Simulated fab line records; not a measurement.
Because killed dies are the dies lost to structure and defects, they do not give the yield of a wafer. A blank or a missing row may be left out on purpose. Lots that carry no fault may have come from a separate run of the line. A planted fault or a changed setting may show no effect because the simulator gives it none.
fab line records | flow rit-cmos
record: lots: 7 | wafers: 21 | last-day: 7
route steps=202 shown ACTIVE@14 FOX1@20 FOX2@23 M1@202
lots that met no fault: from a run of the same line without faults
start-h: the number of hours between the record's first day and the start of the first shown wafer of the lot | wait-h: hours since the lot's step before | " repeats the value in the row above | L1.1+2: one row covering several wafers at once | - no value, or no start was given | * or withheld: withheld | < > ~ a bound
route shown NAME@n: names a module that has steps shown in the file, with the first one's number in the route | usual: mean/standard deviation taken from wafers without a fault | same: alike in all rows | chamber/n: place in a boat | sites: the reading at each site | _std_site: their standard deviation | _edge_site: the outer-site mean with the inner-site mean subtracted | radius-mm: for every site, how far away it sits from the centre of the wafer | mask NAME#n: copy n | behind: the last tool/chamber to shape the wafer | hold: what put the lot on hold/how long, in hours/how the hold closed | device: the n, p or np transistor that did not switch | end of line: tests run on the same wafers once the route is complete | step lacking rows: just its recipe | killed: dies that structure and defects cost at the first sort, which is not the same as the wafer's yield | map: dies across one wafer; x = killed, . = not, _ = none there
set.NAME: the setting as run; set.NAME@STEP: as run at that earlier step | model.NAME: the simulator's own value behind a step, which no gauge read
certain route steps with their lots: each step a table, each wafer a row
services: the hour from which a tool's chamber was out of use, counted from the record's first day as start-h (under 0 if before that day), plus the number of hours and why
== steps ==
step: RIT_ACTIVE_ETCH_13
recipe: stop-on: SiO2 | chemistry: SF6 | target: Si3N4 | time-s: 210 | over-etch-frac: 0.4 | SF6_flow_sccm: 200 | pressure-mtorr: 260 | rf-w: 125 | target-depth-a: 2100
usual: SF6_flow_sccm: 200.1/0.55 | chamber-pressure-mTorr: 260.00/0.24 | drypump-motor-current-A: 5.7/0.56 | oes-product-au: 0.825/0.011 | throttle-valve-pct: 7.53/0.12
same: time-s: 210
lot.wafer | tool        | chamber | start-h | wait-h | SF6_flow_sccm | chamber-pressure-mTorr | drypump-motor-current-A | oes-product-au | rf-hours-counter-h | throttle-valve-pct
L838.2    | rie-diel-02 | 3       | 14.83   | 0.1    | 200.2         | 259.92                 | 6.4                     | 0.825          | 55                 | 7.23
L838.3    | "           | 1       | "       | "      | 200.8         | 259.72                 | 4.9                     | 0.826          | 102                | 7.54
L838.5    | "           | 3       | "       | "      | 200.0         | 259.67                 | 6.4                     | 0.830          | -                  | 7.24
L839.1    | rie-diel-02 | 0       | 20.99   | 0.1    | 199.5         | 260.45                 | 5.6                     | 0.830          | 25                 | 7.61
L839.4    | "           | 1       | "       | "      | 200.1         | 260.10                 | 4.9                     | 0.818          | 102                | 7.55
L839.5    | "           | 2       | "       | "      | 200.3         | 260.34                 | 6.5                     | 0.825          | -                  | 7.55
L846.1    | rie-diel-02 | 0       | 56.52   | 0.1    | 200.0         | 260.14                 | 5.6                     | 0.820          | 26                 | 7.61
L846.3    | "           | 3       | "       | "      | 200.5         | 260.42                 | 6.4                     | 0.812          | 55                 | 7.23
L846.5    | "           | 3       | "       | "      | 198.4         | 260.03                 | 6.4                     | 0.824          | -                  | 7.24
L847.2    | rie-diel-01 | 3       | 59.77   | 0.1    | 200.3         | 259.83                 | 5.8                     | 0.843          | 6                  | 7.56
L847.3    | "           | 2       | "       | "      | 199.9         | 259.55                 | 5.8                     | 0.826          | 106                | 7.65
L847.6    | "           | 2       | "       | "      | 199.7         | 259.99                 | 5.8                     | 0.831          | -                  | 7.64
L848.2    | rie-diel-01 | 3       | 64.84   | 0.1    | 199.4         | 260.19                 | 5.8                     | 0.838          | 6                  | 7.56
L848.4    | "           | 1       | "       | "      | 200.1         | 259.88                 | 5.1                     | 0.809          | 100                | 7.52
L848.5    | "           | 3       | "       | "      | 200.4         | 259.75                 | 5.8                     | 0.842          | -                  | 7.55
L857.1    | rie-diel-01 | 2       | 110.01  | 0.1    | 200.1         | 259.82                 | 5.7                     | 0.832          | 107                | 7.66
L857.4    | "           | 0       | "       | "      | 200.3         | 260.39                 | 5.2                     | 0.839          | 79                 | 7.40
L857.5    | "           | 1       | "       | "      | 199.5         | 259.70                 | 5.2                     | 0.815          | -                  | 7.52
L861.1    | rie-diel-03 | 3       | 130.90  | 0.1    | 200.2         | 259.91                 | 5.0                     | 0.824          | 25                 | 7.66
L861.2    | "           | 0       | "       | "      | 200.5         | 260.05                 | 5.3                     | 0.833          | 12                 | 7.64
L861.3    | "           | 1       | "       | "      | 199.9         | 260.14                 | 6.4                     | 0.811          | 35                 | 7.50
step: RIT_ACTIVE_STRIP_14
recipe: chemistry: O2 | time-s: 180 | resist: NOVOLAK | platen-temp-c: withheld | power-w: 500 | pressure-mtorr: 4000 | o2-flow-sccm: 4000
usual: drypump-motor-current-A: 5.9/0.32
same: time-s: 180
lot.wafer | tool            | chamber | start-h | wait-h | drypump-motor-current-A | rf-hours-counter-h
L838.2    | plasma-asher-04 | 1       | 14.97   | 0.1    | 5.3                     | 37
L838.3    | "               | 0       | "       | "      | 6.1                     | -
L838.5    | "               | 1       | "       | "      | 5.3                     | -
L839.1    | plasma-asher-01 | 1       | 21.12   | 0.1    | 5.8                     | 38
L839.4    | "               | 1       | "       | "      | 5.8                     | -
L839.5    | "               | 0       | "       | "      | 5.7                     | -
L846.1    | plasma-asher-03 | 1       | 56.65   | 0.1    | 6.1                     | 38
L846.3    | "               | 1       | "       | "      | 6.1                     | -
L846.5    | "               | 0       | "       | "      | 6.2                     | -
L847.2    | plasma-asher-04 | 0       | 59.90   | 0.1    | 6.1                     | 42
L847.3    | "               | 1       | "       | "      | 5.3                     | -
L847.6    | "               | 0       | "       | "      | 6.1                     | -
L848.2    | plasma-asher-04 | 0       | 64.98   | 0.1    | 6.1                     | 43
L848.4    | "               | 0       | "       | "      | 6.1                     | -
L848.5    | "               | 1       | "       | "      | 5.3                     | -
L857.1    | plasma-asher-03 | 0       | 110.14  | 0.1    | 6.1                     | 44
L857.4    | "               | 1       | "       | "      | 6.1                     | -
L857.5    | "               | 0       | "       | "      | 6.2                     | -
L861.1    | plasma-asher-04 | 1       | 131.04  | 0.1    | 5.3                     | 1
L861.2    | "               | 0       | "       | "      | 6.1                     | 1
L861.3    | "               | 0       | "       | "      | 6.1                     | -
step: RIT_ACTIVE_CD_MEAS_90
recipe: target-cd-nm: 1400
usual: cd-nm: 1399.6/2.4
lot.wafer | tool      | chamber | start-h | wait-h | cd-nm
L838.2    | cd-sem-01 | -       | 15.16   | 0.1    | 1403.0
L838.3    | "         | -       | "       | "      | 1401.4
L838.5    | "         | -       | "       | "      | 1400.7
L839.1    | cd-sem-02 | -       | 21.30   | 0.1    | 1394.1
L839.4    | "         | -       | "       | "      | 1395.0
L839.5    | "         | -       | "       | "      | 1394.4
L846.1    | cd-sem-01 | -       | 56.83   | 0.1    | 1398.4
L846.3    | "         | -       | "       | "      | 1397.2
L846.5    | "         | -       | "       | "      | 1399.7
L847.2    | cd-sem-01 | -       | 60.09   | 0.1    | 1397.7
L847.3    | "         | -       | "       | "      | 1398.9
L847.6    | "         | -       | "       | "      | 1399.1
L848.2    | cd-sem-02 | -       | 65.17   | 0.1    | 1396.4
L848.4    | "         | -       | "       | "      | 1398.9
L848.5    | "         | -       | "       | "      | 1398.7
L857.1    | cd-sem-01 | -       | 110.32  | 0.1    | 1399.9
L857.4    | "         | -       | "       | "      | 1402.1
L857.5    | "         | -       | "       | "      | 1401.7
L861.1    | cd-sem-01 | -       | 131.21  | 0.1    | 1398.0
L861.2    | "         | -       | "       | "      | 1400.0
L861.3    | "         | -       | "       | "      | 1400.2
step: RIT_ACTIVE_CLEAN_15
recipe: chemistry: SC1 | mix: 3:3:50 | time-s: 600 | temp-c: 75
step: RIT_ACTIVE_CLEAN_16
recipe: chemistry: dHF | dilution: 50:1 | time-s: 30
step: RIT_ACTIVE_CLEAN_17
recipe: chemistry: SC2 | mix: 3:3:50 | time-s: 600 | temp-c: 75 | dry: n2-spin
step: RIT_FOX1_OXIDATION_00
recipe: temp-c: 1100 | ambient: H2O | target-thk-a: 3507 | p-h2o-torr: 720 | ox-time-s: 1086
step: RIT_FOX1_THK_MEAS_01
recipe: reads: SiO2_of_FOX1_OXIDATION_00
usual: FOX1_OXIDE_THK: 343/7.2
lot.wafer | tool          | chamber | start-h | wait-h | FOX1_OXIDE_THK[nm]
L838.2    | film-metro-03 | -       | 19.53   | 0.0    | 348
L838.3    | "             | -       | "       | "      | 346
L838.5    | "             | -       | "       | "      | 345
L839.1    | film-metro-03 | -       | 23.62   | 0.0    | 342
L839.4    | "             | -       | "       | "      | 342
L839.5    | "             | -       | "       | "      | 338
L846.1    | film-metro-02 | -       | 58.63   | 0.0    | 341
L846.3    | "             | -       | "       | "      | 338
L846.5    | "             | -       | "       | "      | 334
L847.2    | film-metro-03 | -       | 63.39   | 0.0    | 346
L847.3    | "             | -       | "       | "      | 351
L847.6    | "             | -       | "       | "      | 347
L848.2    | film-metro-02 | -       | 66.97   | 0.0    | 350
L848.4    | "             | -       | "       | "      | 346
L848.5    | "             | -       | "       | "      | 350
L857.1    | film-metro-03 | -       | 112.70  | 0.0    | 334
L857.4    | "             | -       | "       | "      | 330
L857.5    | "             | -       | "       | "      | 337
L861.1    | film-metro-02 | -       | 134.27  | 0.0    | 340
L861.2    | "             | -       | "       | "      | 341
L861.3    | "             | -       | "       | "      | 346
step: RIT_FOX1_WET_ETCH_02
recipe: chemistry: BOE | target-depth-nm: 350 | time-s: 390 | temp-c: 21.5 | dry: n2-spin | dilution: 10:1 | target: SiO2
step: RIT_FOX2_OXIDATION_00
recipe: temp-c: 1100 | ambient: H2O | target-thk-a: 3507 | p-h2o-torr: 720 | ox-time-s: 1130
step: RIT_FOX2_THK_MEAS_01
recipe: reads: SiO2_of_FOX2_OXIDATION_00
usual: FOX2_OXIDE_THK: 349/7.3
lot.wafer | tool          | chamber | start-h | wait-h | FOX2_OXIDE_THK[nm]
L838.2    | film-metro-04 | -       | 21.02   | 0.0    | 342
L838.3    | "             | -       | "       | "      | 343
L838.5    | "             | -       | "       | "      | 340
L839.1    | film-metro-02 | -       | 25.11   | 0.0    | 344
L839.4    | "             | -       | "       | "      | 337
L839.5    | "             | -       | "       | "      | 339
L846.1    | film-metro-03 | -       | 60.13   | 0.0    | 351
L846.3    | "             | -       | "       | "      | 352
L846.5    | "             | -       | "       | "      | 354
L847.2    | film-metro-02 | -       | 64.95   | 0.0    | 358
L847.3    | "             | -       | "       | "      | 355
L847.6    | "             | -       | "       | "      | 356
L848.2    | film-metro-02 | -       | 68.47   | 0.0    | 368
L848.4    | "             | -       | "       | "      | 363
L848.5    | "             | -       | "       | "      | 366
L857.1    | film-metro-03 | -       | 115.90  | 0.0    | 338
L857.4    | "             | -       | "       | "      | 338
L857.5    | "             | -       | "       | "      | 336
L861.1    | film-metro-04 | -       | 136.32  | 0.0    | 357
L861.2    | "             | -       | "       | "      | 355
L861.3    | "             | -       | "       | "      | 354
step: RIT_FOX2_CLEAN_02
recipe: chemistry: dHF | dilution: 50:1 | time-s: 180
step: RIT_FOX2_WET_ETCH_03
recipe: chemistry: H3PO4 | target: Si3N4 | target-depth-nm: 195 | temp-c: 165 | time-s: 2700
usual: bath-guard-temp-C: 165.0/0.48 | bath-heat-duty-pct: 30/3.3 | temp-c: 164.99/0.15 | time-s: 2700/0
lot.wafer | tool         | chamber | start-h | wait-h | bath-guard-temp-C | bath-heat-duty-pct | temp-c | time-s | model.Si3N4_of_ACTIVE_CVD_03.thk-nm | model.SiO2_of_ACTIVE_OXIDATION_01.thk-nm
L838.2    | wet-bench-04 | 3       | 21.13   | 0.0    | 165.3             | 32                 | 165.04 | 2700   | 0                                   | 46.89
L838.3    | "            | 3       | "       | "      | 164.8             | 34                 | 164.98 | 2700   | 0                                   | 45.67
L838.5    | "            | 3       | "       | "      | 164.9             | 33                 | 165.02 | 2700   | 0                                   | 45.51
L839.1    | wet-bench-02 | 0       | 25.23   | 0.0    | 164.9             | 32                 | 164.91 | 2700   | 0                                   | 45.05
L839.4    | "            | 0       | "       | "      | 164.6             | 32                 | 164.98 | 2700   | 0                                   | 44.79
L839.5    | "            | 0       | "       | "      | 164.6             | 30                 | 165.25 | 2700   | 0                                   | 43.29
L846.1    | wet-bench-04 | 2       | 60.25   | 0.0    | -                 | -                  | -      | -      | 131.1                               | 50.14
L846.3    | "            | 2       | "       | "      | -                 | -                  | -      | -      | 131                                 | 50.44
L846.5    | "            | 2       | "       | "      | -                 | -                  | -      | -      | 132.1                               | 50.97
L847.2    | wet-bench-04 | 3       | 65.06   | 0.0    | -                 | -                  | -      | -      | 132.5                               | 52.25
L847.3    | "            | 3       | "       | "      | -                 | -                  | -      | -      | 133.1                               | 52.46
L847.6    | "            | 3       | "       | "      | -                 | -                  | -      | -      | 133.4                               | 51.78
L848.2    | wet-bench-02 | 0       | 68.57   | 0.0    | -                 | -                  | -      | -      | 132.9                               | 52.19
L848.4    | "            | 0       | "       | "      | -                 | -                  | -      | -      | 131.4                               | 52.72
L848.5    | "            | 0       | "       | "      | -                 | -                  | -      | -      | 132.3                               | 52.28
L857.1    | wet-bench-04 | 0       | 116.02  | 0.0    | 164.8             | 25                 | 165.27 | 2700   | 0                                   | 44.12
L857.4    | "            | 0       | "       | "      | 164.8             | 25                 | 165.17 | 2700   | 0                                   | 44.16
L857.5    | "            | 0       | "       | "      | 164.7             | 24                 | 165.14 | 2700   | 0                                   | 43.46
L861.1    | wet-bench-01 | 3       | 136.49  | 0.0    | 164.9             | 29                 | 164.96 | 2700   | 0                                   | 45.16
L861.2    | "            | 3       | "       | "      | 165.0             | 29                 | 164.86 | 2700   | 0                                   | 44.77
L861.3    | "            | 3       | "       | "      | 164.9             | 32                 | 164.88 | 2700   | 0                                   | 45.14
step: RIT_M1_PROBE_99
usual: killed-at-front-end: 7/3.4 | killed-dies: 7/3.4 | killed-on-rim: 1.8/1.3 | killed-open: 3.7/2.2 | killed-short: 3.6/2.2
same: gross-dies: 264 | killed_at_M0_to_M3: 0 | killed_at_M4_up: 0 | killed-at-back-side: 0 | killed-at-contacts: 0 | killed-at-other: 0
lot.wafer | tool      | chamber | start-h | wait-h | killed-at-front-end | killed-dies | killed-on-rim | killed-open | killed-short
L838.2    | prober-02 | -       | 59.22   | 0.1    | 7                   | 7           | 1             | 5           | 2
L838.3    | prober-02 | -       | 59.27   | 0.2    | 9                   | 9           | 3             | 5           | 4
L838.5    | prober-02 | -       | 59.37   | 0.2    | 14                  | 14          | 1             | 5           | 9
L839.1    | prober-01 | -       | 65.86   | 0.1    | 4                   | 4           | 2             | 1           | 3
L839.4    | prober-01 | -       | 66.01   | 0.2    | 7                   | 7           | 2             | 3           | 4
L839.5    | prober-01 | -       | 66.06   | 0.2    | 7                   | 7           | 2             | 6           | 1
L846.1    | prober-02 | -       | 105.11  | 0.1    | 264                 | 264         | 70            | 2           | 3
L846.3    | prober-02 | -       | 105.21  | 0.2    | 264                 | 264         | 70            | 2           | 1
L846.5    | prober-02 | -       | 105.31  | 0.2    | 264                 | 264         | 70            | 1           | 0
L847.2    | prober-01 | -       | 111.27  | 0.1    | 264                 | 264         | 70            | 2           | 4
L847.3    | prober-01 | -       | 111.32  | 0.2    | 264                 | 264         | 70            | 1           | 2
L847.6    | prober-01 | -       | 111.47  | 0.2    | 264                 | 264         | 70            | 4           | 4
L848.2    | prober-02 | -       | 114.53  | 0.1    | 264                 | 264         | 70            | 8           | 7
L848.4    | prober-02 | -       | 114.63  | 0.2    | 264                 | 264         | 70            | 2           | 4
L848.5    | prober-02 | -       | 114.68  | 0.2    | 264                 | 264         | 70            | 1           | 3
L857.1    | prober-01 | -       | 158.13  | 0.1    | 6                   | 6           | 1             | 3           | 3
L857.4    | prober-01 | -       | 158.28  | 0.2    | 5                   | 5           | 0             | 3           | 2
L857.5    | prober-01 | -       | 158.33  | 0.2    | 9                   | 9           | 2             | 4           | 5
L861.1    | prober-01 | -       | 174.02  | 0.1    | 12                  | 12          | 4             | 3           | 9
L861.2    | prober-01 | -       | 174.07  | 0.1    | 14                  | 14          | 3             | 8           | 6
L861.3    | prober-01 | -       | 174.12  | 0.2    | 7                   | 7           | 1             | 6           | 1
killed by level:class
L838.2 FOX1:geometric-particle:open=3 FOX2:geometric-particle:short=1 GATE:geometric-particle:open=1 SPACER:geometric-particle:open=1 SILICIDE:geometric-particle:short=1
L838.3 FOX1:geometric-particle:open=2 GATE:geometric-particle:open=2 GATE:geometric-particle:short=2 FOX1:geometric-particle:short=1 FOX2:geometric-particle:open=1 SPACER:geometric-particle:short=1
L838.5 GATE:geometric-particle:short=3 SPACER:geometric-particle:short=3 FOX1:geometric-particle:short=2 REOX:geometric-particle:open=2 FOX1:geometric-particle:open=1 GATE:geometric-particle:open=1 REOX:geometric-particle:short=1 SPACER:geometric-particle:open=1
L839.1 FOX1:geometric-particle:short=1 GATE:geometric-particle:short=1 SILICIDE:geometric-particle:open=1 SILICIDE:geometric-particle:short=1
L839.4 REOX:geometric-particle:short=2 FOX1:geometric-particle:open=1 FOX1:geometric-particle:short=1 FOX2:geometric-particle:open=1 GATE:geometric-particle:short=1 REOX:geometric-particle:open=1
L839.5 GATE:geometric-particle:open=3 FOX1:geometric-particle:open=2 SILICIDE:geometric-particle:open=1 SILICIDE:geometric-particle:short=1
L846.1 FOX2:area-etch=257 NSD:coat-microbubble-printed=2 FOX1:geometric-particle:short=1 FOX2:geometric-particle:short=1 GATE:geometric-particle:short=1 SPACER:geometric-particle:open=1 SILICIDE:geometric-particle:open=1
L846.3 FOX2:area-etch=261 GATE:geometric-particle:open=1 REOX:geometric-particle:short=1 SPACER:geometric-particle:open=1
L846.5 FOX2:area-etch=263 REOX:geometric-particle:open=1
L847.2 FOX2:area-etch=258 FOX1:geometric-particle:short=1 GATE:geometric-particle:short=1 GATE:geometric-particle:open=1 REOX:geometric-particle:open=1 REOX:geometric-particle:short=1 SILICIDE:geometric-particle:short=1
L847.3 FOX2:area-etch=261 GATE:geometric-particle:short=1 REOX:geometric-particle:short=1 SPACER:geometric-particle:open=1
L847.6 FOX2:area-etch=256 GATE:geometric-particle:short=3 GATE:geometric-particle:open=2 FOX1:geometric-particle:open=1 FOX2:geometric-particle:open=1 REOX:geometric-particle:short=1
L848.2 FOX2:area-etch=249 SPACER:geometric-particle:open=4 SPACER:geometric-particle:short=2 SILICIDE:geometric-particle:short=2 SILICIDE:geometric-particle:open=2 FOX1:geometric-particle:short=1 GATE:geometric-particle:short=1 GATE:geometric-particle:open=1
L848.4 FOX2:area-etch=258 FOX1:geometric-particle:short=1 GATE:geometric-particle:short=1 GATE:geometric-particle:open=1 SPACER:geometric-particle:open=1 SPACER:geometric-particle:short=1 SILICIDE:geometric-particle:short=1
L848.5 FOX2:area-etch=260 REOX:geometric-particle:short=1 SPACER:geometric-particle:open=1 SPACER:geometric-particle:short=1 SILICIDE:geometric-particle:short=1
L857.1 SPACER:geometric-particle:short=2 FOX1:geometric-particle:short=1 FOX1:geometric-particle:open=1 GATE:geometric-particle:open=1 SPACER:geometric-particle:open=1
L857.4 FOX2:geometric-particle:open=2 GATE:geometric-particle:short=1 SILICIDE:geometric-particle:open=1 SILICIDE:geometric-particle:short=1
L857.5 SILICIDE:geometric-particle:open=3 SPACER:geometric-particle:short=2 FOX1:geometric-particle:short=1 GATE:geometric-particle:short=1 SPACER:geometric-particle:open=1 SILICIDE:geometric-particle:short=1
L861.1 GATE:geometric-particle:short=4 GATE:geometric-particle:open=2 SPACER:geometric-particle:short=2 FOX2:geometric-particle:short=1 REOX:geometric-particle:short=1 SPACER:geometric-particle:open=1 SILICIDE:geometric-particle:short=1
L861.2 GATE:geometric-particle:open=4 GATE:geometric-particle:short=4 SPACER:geometric-particle:open=2 FOX1:geometric-particle:short=1 FOX2:geometric-particle:open=1 SPACER:geometric-particle:short=1 SILICIDE:geometric-particle:open=1
L861.3 GATE:geometric-particle:open=4 REOX:geometric-particle:open=2 GATE:geometric-particle:short=1
map L846.1 (x killed, . not)
________xxxxxxx_______
_____xxxxxxxxxxxxx____
____xxxxxxxxxxxxxxx___
___xxxxxxxxxxxxxxxxx__
__xxxxxxxxxxxxxxxxxxx_
__xxxxxxxxxxxxxxxxxxx_
_xxxxxxxxxxxxxxxxxxxxx
_xxxxxxxxxxxxxxxxxxxxx
_xxxxxxxxxxxxxxxxxxxxx
_xxxxxxxxxxxxxxxxxxxxx
__xxxxxxxxxxxxxxxxxxx_
__xxxxxxxxxxxxxxxxxxx_
___xxxxxxxxxxxxxxxxx__
____xxxxxxxxxxxxxxx___
_____xxxxxxxxxxxxx____
________xxxxxxx_______
map L847.2 (x killed, . not)
________xxxxxxx_______
_____xxxxxxxxxxxxx____
____xxxxxxxxxxxxxxx___
___xxxxxxxxxxxxxxxxx__
__xxxxxxxxxxxxxxxxxxx_
__xxxxxxxxxxxxxxxxxxx_
_xxxxxxxxxxxxxxxxxxxxx
_xxxxxxxxxxxxxxxxxxxxx
_xxxxxxxxxxxxxxxxxxxxx
_xxxxxxxxxxxxxxxxxxxxx
__xxxxxxxxxxxxxxxxxxx_
__xxxxxxxxxxxxxxxxxxx_
___xxxxxxxxxxxxxxxxx__
____xxxxxxxxxxxxxxx___
_____xxxxxxxxxxxxx____
________xxxxxxx_______
== services ==
tool            | chamber | start-h | hours | kind
wet-bench-01    | -       | 14.31   | 1.5   | repair
plasma-asher-03 | -       | 23.76   | 2.9   | repair
rie-diel-01     | 3       | 46.11   | 3.0   | repair
rie-diel-02     | 1       | 51.43   | 7.6   | repair
rie-diel-02     | 2       | 64.91   | 4.1   | repair
wet-bench-02    | -       | 75.03   | 3.9   | repair
rie-diel-03     | 1       | 82.20   | 9.4   | repair
plasma-asher-04 | -       | 108.84  | 9.0   | pm
plasma-asher-04 | 0       | 108.84  | 9.0   | vent-cycle
plasma-asher-04 | 1       | 108.84  | 9.0   | vent-cycle
rie-diel-02     | 3       | 111.64  | 8.7   | repair
plasma-asher-04 | 0       | 117.84  | -     | clean
plasma-asher-04 | 1       | 117.84  | -     | clean
wet-bench-01    | -       | 121.96  | 4.6   | repair
== key ==
first-sign: step: RIT_FOX2_WET_ETCH_03 | reading: tool-record | direction: missing
effect: step: RIT_M1_PROBE_99 | reading: killed-at-front-end | direction: up | sigmas: 75 | usual: 7 | struck: 264
model-effect: step: RIT_FOX2_WET_ETCH_03 | value: Si3N4_of_ACTIVE_CVD_03.thk-nm | without: 0 | struck: 132.2
more-kills-born-at: RIT_FOX2_WET_ETCH_03@wet-bench-04: 1556 | RIT_FOX2_WET_ETCH_03@wet-bench-02: 767
met-at RIT_FOX2_WET_ETCH_03
struck-wafers L846.1,L846.3,L846.5,L847.2,L847.3,L847.6,L848.2,L848.4,L848.5
later-rows-left-out L846.1,L846.3,L846.5,L847.2,L847.3,L847.6,L848.2,L848.4,L848.5
tester-left-out L846,L847,L848
onset-between 25.23 60.25
fault: kind: skipped-step-whole | tool: wet-bench-02,wet-bench-04 | chamber: - | onset-h: 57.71 | steps: RIT_FOX2_WET_ETCH_03 | scope: struck-lots-only
tester-left-out: of these lots the tester's yield and bins aren't shown, on N5 and GAA mostly nor the transistor test; their killed dies are dies lost to structure and defects alone, not to doping, threshold or leakage, so they don't give the yield
later-rows-left-out: the simulator's readings of these wafers behind a module that went badly wrong aren't trusted and aren't shown, but for the sort
